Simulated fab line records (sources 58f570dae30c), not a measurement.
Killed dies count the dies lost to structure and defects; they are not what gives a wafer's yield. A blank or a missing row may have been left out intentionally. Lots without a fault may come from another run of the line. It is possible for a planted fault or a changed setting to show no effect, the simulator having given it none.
Chamber matching + flow berkeley_cmos170 + UCB170_GATE_ETCH_14 on rie_diel-03 has 4 sister chambers
The step etches BARC in N2/H2. 14 wafers are shown with their chamber, then 7 later ones without.

EACH WAFER AND ITS CHAMBER
| wafer  | chamber | drypump_motor_current_A (A) | throttle_valve_pct (%) | oes_product_au (a.u.) |
|--------|---------|-----------------------------|------------------------|-----------------------|
| L168.1 | 3       | 5.3                         | 13.18                  | 0.980                 |
| L168.4 | 2       | 6.2                         | 13.50                  | 1.007                 |
| L168.6 | 2       | 6.2                         | 13.50                  | 1.011                 |
| L171.1 | 3       | 5.3                         | 13.17                  | 0.990                 |
| L171.3 | 2       | 6.2                         | 13.50                  | 1.007                 |
| L171.4 | 1       | 5.4                         | 13.37                  | 1.003                 |
| L175.2 | 1       | 5.3                         | 13.35                  | 1.000                 |
| L175.5 | 3       | 5.3                         | 13.17                  | 0.988                 |
| L175.6 | 1       | 5.3                         | 13.34                  | 1.006                 |
| L177.1 | 0       | 5.8                         | 13.41                  | 1.026                 |
| L177.2 | 1       | 5.4                         | 13.35                  | 1.009                 |
| L177.3 | 3       | 5.3                         | 13.17                  | 0.981                 |
| L180.2 | 0       | 5.8                         | 13.38                  | 1.030                 |
| L180.3 | 3       | 5.3                         | 13.17                  | 0.985                 |

SIGNATURES (means of the wafers above)
| reading                 | chamber 0 | chamber 1 | chamber 2 | chamber 3 | scatter within a chamber |
|-------------------------|-----------|-----------|-----------|-----------|--------------------------|
| drypump_motor_current_A | 5.800     | 5.350     | 6.200     | 5.300     | 0.0316                   |
| throttle_valve_pct      | 13.3950   | 13.3525   | 13.5000   | 13.1720   | 0.01                     |
| oes_product_au          | 1.02800   | 1.00450   | 1.00833   | 0.98480   | 0.00372                  |
Rule: for each reading, subtract the chamber's mean from the wafer's reading, divide by that reading's scatter and square the result; add these up over the readings and take the root, which gives the wafer's distance from the chamber. The wafer belongs to the nearest chamber; if the next one is less than 2 further off, it can't be placed. How the scatter is found: for the shown wafers, subtract from each reading the mean of its chamber, square and add these, divide the total by (wafers less chambers), then take the root.

WAFERS WITH NO CHAMBER GIVEN
| wafer  | drypump_motor_current_A (A) | throttle_valve_pct (%) | oes_product_au (a.u.) |
|--------|-----------------------------|------------------------|-----------------------|
| L180.6 | 5.3                         | 13.16                  | 0.983                 |
| L183.2 | 5.8                         | 13.38                  | 1.029                 |
| L183.4 | 6.2                         | 13.52                  | 0.995                 |
| L183.6 | 5.3                         | 13.17                  | 0.992                 |
| L185.1 | 5.4                         | 13.34                  | 1.001                 |
| L185.2 | 5.3                         | 13.19                  | 0.985                 |
| L185.4 | 5.3                         | 13.18                  | 0.986                 |

WHICH CHAMBER EACH ONE RAN IN
| wafer  | from the rows above | in truth |
|--------|---------------------|----------|
| L180.6 | 3                   | 3        |
| L183.2 | 0                   | 0        |
| L183.4 | 2                   | 2        |
| L183.6 | 3                   | 3        |
| L185.1 | 1                   | 1        |
| L185.2 | 3                   | 3        |
| L185.4 | 3                   | 3        |
Placed correctly: 7 of 7. Left unplaced by these rows: 0. Number placed wrongly: 0.
